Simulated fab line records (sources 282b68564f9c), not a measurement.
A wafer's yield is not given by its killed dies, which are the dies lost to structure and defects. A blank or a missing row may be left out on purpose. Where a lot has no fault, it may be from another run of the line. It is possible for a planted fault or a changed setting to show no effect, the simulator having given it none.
2 desks, one fault | flow rit cmos | what lay behind the numbers comes last; until then each desk has only its own

== AT THE METROLOGY DESK ==
Lot by lot, what the gauges showed, no matter which tool ran the lot: averages of those sampled wafers that carry a number. Marked OUT: a lot whose mean sits more than 4 standard deviations from the usual mean, which makes it out of limits; the brackets give that distance.
Columns: A = FOX2_OXIDE_THK at RIT_FOX2_THK_MEAS_01, usual 358 nm; B = CONTACT_TEOS_THK at RIT_CONTACT_THK_MEAS_01, usual 397 nm
lot  | first seen here | A   | B
L600 | day 2 00:11     | 353 | 402
L601 | day 2 02:02     | 357 | 395
L602 | day 2 05:14     | 362 | 400
L603 | day 2 12:37     | 349 | 396
L604 | day 2 15:52     | 351 | 398
L605 | day 2 20:08     | 358 | 395
L606 | day 3 02:41     | 351 | 390
L610 | day 3 22:55     | 358 | 395
L611 | day 4 04:06     | 345 | 441 (+8.9) OUT
L618 | day 5 12:29     | 364 | 399
L619 | day 5 17:58     | 363 | 401
L621 | day 6 04:12     | 364 | 394
L622 | day 6 08:43     | 363 | 394
Finding of this desk: L611 out of limits, first seen on L611 at day 5 12:25 (CONTACT_TEOS_THK at RIT_CONTACT_THK_MEAS_01). In limits: L600, L601, L602, L603, L604, L605, L606, L610, L618, L619, L621, L622.

== DESK OF THE TOOL OWNER: pecvd-04 ==
The tool's own readings at RIT_CONTACT_CVD_00 (deposits SiO2 from TEOS, target thk 400 nm, time 61 s): means of the sampled wafers that have a number, for each lot that ran on this tool. Marked OUT: a lot whose mean sits more than 4 standard deviations from the usual mean, which makes it out of limits; the brackets give that distance.
Columns: A = heater power w at RIT_CONTACT_CVD_00, usual 305 W
lot  | first seen here | A
L602 | day 3 14:35     | 314
L605 | day 4 05:43     | 298
L611 | day 5 12:22     | 353
This desk's finding: nothing out of limits on any of the 3 lots.

== BROUGHT TOGETHER ==
Metrology desk: alarm possible at day 5 12:25 on L611.
The tool owner's desk saw nothing out of limits.
On record at the tool owner's desk: L611, within its limits.
All the named lots went through RIT_CONTACT_CVD_00 on pecvd-04.

== WHAT WAS PUT IN BY THE SIMULATOR ==
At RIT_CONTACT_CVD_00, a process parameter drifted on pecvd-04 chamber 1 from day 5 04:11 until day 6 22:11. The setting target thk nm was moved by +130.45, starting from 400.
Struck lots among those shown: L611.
Time in hours between the start of the fault and the first out-of-limits reading at each desk: metrology desk, 8.
